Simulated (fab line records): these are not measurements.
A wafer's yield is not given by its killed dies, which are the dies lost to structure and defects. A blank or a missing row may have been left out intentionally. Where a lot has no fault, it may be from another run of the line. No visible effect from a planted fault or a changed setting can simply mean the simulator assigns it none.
Which tool was responsible?	flow berkeleyCmos170	36 wafers from 12 lots sampled at 2 of the route's 331 steps

WHAT THE GAUGES READ, wafer by wafer
UCB170_ACTIVE_THK_MEAS_03.
lot	measured	on	ACTIVE_OXIDE_THK (nm)
L930	day 4 06:45	filmMetro-02	26.8 26.4 26.5
L932	day 4 14:56	filmMetro-01	26.6 25.9 26.3
L931	day 4 14:55	filmMetro-03	26.2 25.9 25.9
L933	day 4 23:08	filmMetro-02	26.3 26.3 26.6
L934	day 5 11:02	filmMetro-01	26.8 26.7 26.6
L935	day 5 11:03	filmMetro-02	26.4 26.9 27.1
L936	day 5 22:43	filmMetro-01	28.1 27.6 27.6
L945	day 7 04:04	filmMetro-02	26.4 26.7 27.0
L947	day 7 04:04	filmMetro-03	26.3 26.8 26.2
L951	day 7 22:23	filmMetro-03	26.7 25.9 26.2
L950	day 7 22:19	filmMetro-01	27.2 27.0 27.3
L952	day 8 06:32	filmMetro-01	26.5 26.9 26.3

TOOL THAT RAN EACH LOT (tool first, then ch and the chambers of the sampled wafers, then the start)
lot	UCB170_PWELL_STRIP_16
L930	plasmaAsher-04 ch 0,1, day 3 11:03
L932	plasmaAsher-02 ch 0,1, day 3 18:30
L931	plasmaAsher-03 ch 0,1, day 3 18:36
L933	plasmaAsher-02 ch 0,1, day 3 23:39
L934	plasmaAsher-03 ch 0,1, day 4 05:43
L935	plasmaAsher-04 ch 0,1, day 4 05:57
L936	plasmaAsher-02 ch 0,1, day 4 17:28
L945	plasmaAsher-02 ch 0,1, day 6 11:35
L947	plasmaAsher-03 ch 0, day 6 11:40
L951	plasmaAsher-02 ch 0,1, day 7 04:05
L950	plasmaAsher-04 ch 0,1, day 7 04:08
L952	plasmaAsher-03 ch 0,1, day 7 09:53
- UCB170_PWELL_STRIP_16: strips in O2.

AS READ BY THE TOOLS THEMSELVES (means over the sampled wafers that have a number; for cases with no such wafer, the mark the record gives instead)
UCB170_PWELL_STRIP_16.
lot	tool	drypumpMotorCurrentA (A)	oesProductAu (a.u.)	stripTimeToEndpointS (s)
L930	plasmaAsher-04	6.0	0.717	18.07
L932	plasmaAsher-02	5.6	0.722	18.06
L931	plasmaAsher-03	5.2	0.716	18.09
L933	plasmaAsher-02	5.5	0.718	18.02
L934	plasmaAsher-03	5.2	0.721	18.13
L935	plasmaAsher-04	5.9	0.722	18.25
L936	plasmaAsher-02	5.2	0.719	18.15
L945	plasmaAsher-02	5.5	0.725	18.06
L947	plasmaAsher-03	5.3	0.723	18.06
L951	plasmaAsher-02	5.2	0.723	17.96
L950	plasmaAsher-04	5.9	0.721	18.09
L952	plasmaAsher-03	5.2	0.720	18.03

THE ANSWER, worked out from the rows above alone
Rule: what is usual is taken from the lots themselves. Put in order of their means at a reading, lots are off if they are a third of the lots or fewer, leave a main group of 4 or more, and stand apart from it by a gap of 3 or more times the standard deviation of the main group's means; of several such gaps the widest counts. The tables above print the reading to a certain number of digits; a main group whose means all agree to those digits is not used. A lot without any number at a reading at which 4 lots or more have one is off too. All remaining lots with rows at the step are treated as sound. First the gauges in route order, then the tools' own readings, where a lot's mean is used as printed above. At the first step where some lot is off, the reading lying furthest off is the one used; lots without a number count as furthest.
Nothing can be told from this: no lot is off at any reading shown.

WHAT HAD BEEN PUT IN BY THE SIMULATOR
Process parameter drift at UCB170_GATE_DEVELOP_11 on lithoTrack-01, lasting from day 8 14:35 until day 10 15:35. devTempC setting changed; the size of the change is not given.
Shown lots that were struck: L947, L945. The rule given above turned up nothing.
